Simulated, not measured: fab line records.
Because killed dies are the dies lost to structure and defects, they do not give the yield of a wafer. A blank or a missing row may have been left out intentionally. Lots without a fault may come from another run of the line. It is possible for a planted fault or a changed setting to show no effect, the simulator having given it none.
A sampling plan put to the test	flow rit cmos	12 faults told of in these records, all on one fab line, each judged by the records of the lots it struck
The plan consists of the line's own looks: route steps at which the wafer is read by a gauge or an inspection but not changed. Where struck wafers have a number at a look and the file lists that look's usual mean and standard deviation on fault-free wafers, the look can be judged. Caught: a look later than the fault's first step finds the struck wafers' mean 4 or more of those standard deviations (sigma) from the usual mean. On the tool: the test repeated on the tool's own readings taken at the fault's steps. If the struck wafers alone have a blank record, or they carry another recipe, that too counts as caught.

THE FAULTS, as the simulator had put them in
1. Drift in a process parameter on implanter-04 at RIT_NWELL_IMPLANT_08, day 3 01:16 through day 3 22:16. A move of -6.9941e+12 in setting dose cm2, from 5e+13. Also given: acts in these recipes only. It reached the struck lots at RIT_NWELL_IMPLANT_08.
2. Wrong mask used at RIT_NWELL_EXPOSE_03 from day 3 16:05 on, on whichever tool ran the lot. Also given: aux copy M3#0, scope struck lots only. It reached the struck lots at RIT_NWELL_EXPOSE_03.
3. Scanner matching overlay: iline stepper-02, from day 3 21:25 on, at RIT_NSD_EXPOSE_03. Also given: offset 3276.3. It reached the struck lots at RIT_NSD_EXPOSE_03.
4. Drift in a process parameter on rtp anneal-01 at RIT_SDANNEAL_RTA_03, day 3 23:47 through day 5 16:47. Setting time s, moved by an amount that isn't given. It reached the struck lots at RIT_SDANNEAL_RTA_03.
5. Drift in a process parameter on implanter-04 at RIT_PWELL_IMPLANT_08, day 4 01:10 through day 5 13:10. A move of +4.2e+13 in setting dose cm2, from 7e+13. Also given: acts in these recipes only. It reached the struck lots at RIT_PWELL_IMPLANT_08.
6. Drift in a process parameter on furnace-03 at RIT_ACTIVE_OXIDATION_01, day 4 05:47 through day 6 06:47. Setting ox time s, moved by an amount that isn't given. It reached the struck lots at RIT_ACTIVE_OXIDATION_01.
7. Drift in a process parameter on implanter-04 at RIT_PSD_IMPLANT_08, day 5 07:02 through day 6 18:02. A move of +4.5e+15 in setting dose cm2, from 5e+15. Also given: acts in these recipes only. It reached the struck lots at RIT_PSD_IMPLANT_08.
8. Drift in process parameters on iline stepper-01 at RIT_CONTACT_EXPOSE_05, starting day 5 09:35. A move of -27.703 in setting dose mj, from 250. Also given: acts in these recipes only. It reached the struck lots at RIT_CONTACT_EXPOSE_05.
9. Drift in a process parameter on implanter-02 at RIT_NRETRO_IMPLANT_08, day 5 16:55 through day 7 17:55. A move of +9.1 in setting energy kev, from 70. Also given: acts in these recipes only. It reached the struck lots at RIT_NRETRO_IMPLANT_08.
10. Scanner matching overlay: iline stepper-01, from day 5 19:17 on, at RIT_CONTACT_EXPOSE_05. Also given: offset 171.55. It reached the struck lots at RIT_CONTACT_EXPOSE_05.
11. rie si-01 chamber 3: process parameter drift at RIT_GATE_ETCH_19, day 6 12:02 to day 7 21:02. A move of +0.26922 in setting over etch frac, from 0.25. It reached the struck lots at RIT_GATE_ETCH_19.
12. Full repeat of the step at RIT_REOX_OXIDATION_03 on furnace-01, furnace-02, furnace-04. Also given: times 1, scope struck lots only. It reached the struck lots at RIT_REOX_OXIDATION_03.

WHAT THE PLAN SAW
fault	on the tool itself	first look that catches it	reading, sigma	median hours from its first step to that look	hours from the fault's start to the first struck lot there	judged looks passed uncaught
1	dose ions cm2 -99 or beyond sigma	RIT_NWELL_TW_MEAS_10	NWELL_TW -10	0.3	2	0
2	under 2 sigma	RIT_NWELL_TW_MEAS_10	NWELL_TW -99 or beyond	1.2	4	0
3	no reading that can be judged	RIT_NSD_OVL_MEAS_06	NSD_OVL +99 or beyond	0.4	7	0
4	under 2 sigma	RIT_SDANNEAL_RS_MEAS_04	PSD_RS -99 or beyond	0.1	4	0
5	dose ions cm2 +99 or beyond sigma	RIT_PWELL_TW_MEAS_10	PWELL_TW +25	0.3	4	0
6	no reading that can be judged	RIT_ACTIVE_THK_MEAS_02	ACTIVE_OXIDE_THK -6.9	1.9	5	0
7	dose ions cm2 +99 or beyond sigma	RIT_PSD_TW_MEAS_10	PSD_TW +9.7	0.3	2	0
8	exposure dose mJ cm2 -86 sigma	RIT_CONTACT_CD_MEAS_08	cd nm -12	0.5	3	0
9	beam energy keV +99 or beyond sigma	RIT_NRETRO_TW_MEAS_10	NRETRO_TW +4.1	0.3	3	0
10	no reading that can be judged	RIT_CONTACT_OVL_MEAS_09	CONTACT_OVL +99 or beyond	0.6	3	0
11	oes product au -6.8 sigma	no look after it can be judged	-	-	-	0
12	under 2 sigma	RIT_REOX_THK_MEAS_04	REOX_OXIDE_THK +30	5.5	-	0
A dash: this means the fault isn't caught or the number doesn't appear in these records.

Caught at a look: 11 of 12. Caught on the tool: 6 of 12. By one or the other: 12 of 12.
Caught on the tool alone: fault 11.
Caught at a look alone: faults 2, 3, 4, 6, 10, 12.

THINNER SAMPLING
If the look that catches a fault measured only every second or every third lot, by lot number, the first struck lot would be measured this late in the worst case:
fault	struck lots at that look, in order of time	every lot	every second lot	every third lot
1	L761, L764	2 h	18 h	may miss all 2
2	L178	4 h	may miss it	may miss it
3	L336, L338	7 h	may miss all 2	may miss all 2
4	L768, L770	4 h	may miss all 2	may miss all 2
5	L741, L744	4 h	20 h	may miss all 2
6	L260, L261	5 h	9 h	may miss all 2
7	L518, L519	2 h	8 h	may miss all 2
8	L858, L859, L860	3 h	8 h	12 h
9	L651	3 h	may miss it	may miss it
10	L212, L215	3 h	18 h	may miss all 2
Hours count from the start of the fault until the first struck lot that is measured. The test against the limit of 4 sigma pooled every struck wafer, which means one lot taken alone may stay below that limit. Other struck lots may not be in these records.

THE LONGEST TIMED WAY FROM STEP TO LOOK
Fault 12: a median of 5.5 hours passes between RIT_REOX_OXIDATION_03 and RIT_REOX_THK_MEAS_04. No look between them can be judged.
